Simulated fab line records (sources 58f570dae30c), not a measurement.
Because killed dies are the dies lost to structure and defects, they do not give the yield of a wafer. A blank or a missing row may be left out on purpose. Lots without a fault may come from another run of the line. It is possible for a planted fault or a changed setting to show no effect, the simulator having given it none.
Which tool did it?	flow berkeleyCmos170	14 lots, 42 wafers sampled, at 2 steps of a route of 331

WHAT EACH GAUGE READ, for each wafer
Not one reading of a measure or inspect step in the record can be checked against a usual standard deviation.

TOOL THAT RAN EACH LOT (tool first, then ch and the chambers of the sampled wafers, then the start)
lot	UCB170_PWELL_ETCH_14	UCB170_PWELL_STRIP_16
L632	rieDiel-01 ch 1,2, day 3 01:39	plasmaAsher-01 ch 0,1, day 3 01:54
L633	rieDiel-04 ch 0,1,2, day 3 09:09	plasmaAsher-01 ch 0,1, day 3 09:24
L635	rieDiel-04 ch 0,1,2, day 3 18:17	plasmaAsher-01 ch 0,1, day 3 18:32
L637	rieDiel-02 ch 0,1, day 4 03:56	plasmaAsher-04 ch 0,1, day 4 04:12
L636	rieDiel-01 ch 1,2,3, day 4 04:35	plasmaAsher-04 ch 0,1, day 4 04:52
L639	rieDiel-02 ch 0,2,3, day 4 15:01	plasmaAsher-01 ch 0,1, day 4 15:18
L641	rieDiel-04 ch 0,2, day 5 06:07	plasmaAsher-04 ch 0,1, day 5 06:24
L644	rieDiel-02 ch 0,1,3, day 5 15:26	plasmaAsher-03 ch 0,1, day 5 15:43
L646	rieDiel-02 ch 0,2, day 6 06:35	plasmaAsher-04 ch 0,1, day 6 06:50
L647	rieDiel-04 ch 1,2,3, day 6 06:42	plasmaAsher-01 ch 0,1, day 6 06:57
L648	rieDiel-04 ch 0,1,2, day 6 10:09	plasmaAsher-04 ch 0,1, day 6 10:24
L651	rieDiel-01 ch 1,3, day 7 06:04	plasmaAsher-01 ch 0,1, day 7 06:19
L653	rieDiel-04 ch 1,2, day 7 17:17	plasmaAsher-03 ch 1, day 7 17:32
L654	rieDiel-01 ch 0,2,3, day 7 17:31	plasmaAsher-04 ch 0,1, day 7 17:46
- UCB170_PWELL_ETCH_14: etches Si3N4 in CH3F/Ar/O2, stops on SiO2, target depth 242 nm, time 151 s.
- UCB170_PWELL_STRIP_16: strips in O2.

WHAT THE TOOLS THEMSELVES READ (means of the sampled wafers that have a number; where no wafer has one, the mark that the record gives instead)
UCB170_PWELL_ETCH_14. Usual: CH3F_flow_sccm 20.00 sccm, standard deviation 0.063; drypumpMotorCurrentA 5.5 A, standard deviation 0.45; oesProductAu 0.931 a.u., standard deviation 0.013; runLengthS 179.2 s, standard deviation 0.44; throttleValvePct 8.04 %, standard deviation 0.12.
lot	tool	CH3F_flow_sccm (sccm)	drypumpMotorCurrentA (A)	oesProductAu (a.u.)	runLengthS (s)	throttleValvePct (%)	flag
L632	rieDiel-01	20.04	5.4	0.944	179.6	7.92	
L633	rieDiel-04	19.95	5.7	0.921	178.8	8.16	
L635	rieDiel-04	19.92	5.7	0.918	179.2	8.18	
L637	rieDiel-02	19.96	5.3	0.932	179.1	7.99	
L636	rieDiel-01	19.99	5.4	0.941	179.5	7.99	
L639	rieDiel-02	19.92	5.5	0.925	179.5	7.98	
L641	rieDiel-04	20.01	6.1	0.923	178.6	8.19	
L644	rieDiel-02	19.98	5.3	0.859	199.7	7.96	OFF
L646	rieDiel-02	20.02	5.3	0.869	199.5	7.95	OFF
L647	rieDiel-04	19.98	5.7	0.927	179.1	8.14	
L648	rieDiel-04	19.98	5.7	0.927	178.9	8.17	
L651	rieDiel-01	19.99	5.3	0.923	179.4	7.93	
L653	rieDiel-04	19.99	6.2	0.937	179.1	8.18	
L654	rieDiel-01	20.00	5.6	0.932	179.5	7.98	

UCB170_PWELL_STRIP_16. Usual: drypumpMotorCurrentA 5.6 A, standard deviation 0.43; o2FlowSccm 399.9 sccm, standard deviation 1.1; oesProductAu 0.721 a.u., standard deviation 0.0044; stripTimeToEndpointS 18.12 s, standard deviation 0.075.
lot	tool	drypumpMotorCurrentA (A)	o2FlowSccm (sccm)	oesProductAu (a.u.)	stripTimeToEndpointS (s)	flag
L632	plasmaAsher-01	5.9	400.1	0.722	18.15	
L633	plasmaAsher-01	5.8	400.5	0.718	18.16	
L635	plasmaAsher-01	5.9	400.2	0.723	18.24	
L637	plasmaAsher-04	5.3	401.2	0.722	18.12	
L636	plasmaAsher-04	5.3	401.3	0.718	18.04	
L639	plasmaAsher-01	5.9	400.4	0.722	18.07	
L641	plasmaAsher-04	5.3	399.8	0.724	18.18	
L644	plasmaAsher-03	5.9	399.8	0.722	17.55	OFF
L646	plasmaAsher-04	5.3	400.1	0.721	17.68	OFF
L647	plasmaAsher-01	5.5	399.8	0.718	18.14	
L648	plasmaAsher-04	5.4	399.7	0.722	18.16	
L651	plasmaAsher-01	5.5	399.4	0.720	18.04	
L653	plasmaAsher-03	5.9	398.2	0.718	18.18	
L654	plasmaAsher-04	5.3	399.2	0.724	18.17	

THE ANSWER, worked out from the rows above alone
Rule: a lot counts as off when the mean over its wafers that have a number is more than 3 standard deviations away from the usual mean. A lot without any number at a reading at which 4 lots or more have one is off too. All remaining lots with rows at the step are treated as sound. After the gauges, taken in route order, come the tools' own readings; for these a lot's mean is taken, as printed above. The first step at which some lot is off is used, and at that step the reading that is off furthest; a lot without a number counts as furthest.
Off: L644, L646 (UCB170_PWELL_ETCH_14, runLengthS).
If a tool, at that step or one of the process steps before it, ran each lot that is off and ran no sound lot following the first of them, it fits. One fits: rieDiel-02 at UCB170_PWELL_ETCH_14. A fault onset in the window from L639 (day 4 15:01, its last sound lot) to L644 (day 5 15:26, its first lot off) fits.
The tool's own readings at UCB170_PWELL_ETCH_14 bear it out: on the lots that are off they differ by more than 5 times the standard deviation of the sound lots' means. oesProductAu reads 0.864 a.u. there against 0.929 a.u. on the sound lots; runLengthS reads 199.6 s there against 179.2 s on the sound lots.

WHAT THE SIMULATOR PUT IN
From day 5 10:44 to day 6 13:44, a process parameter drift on rieDiel-02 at UCB170_PWELL_ETCH_14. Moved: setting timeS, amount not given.
Lots struck among those shown: L644, L646. The rule above reached the same finding.
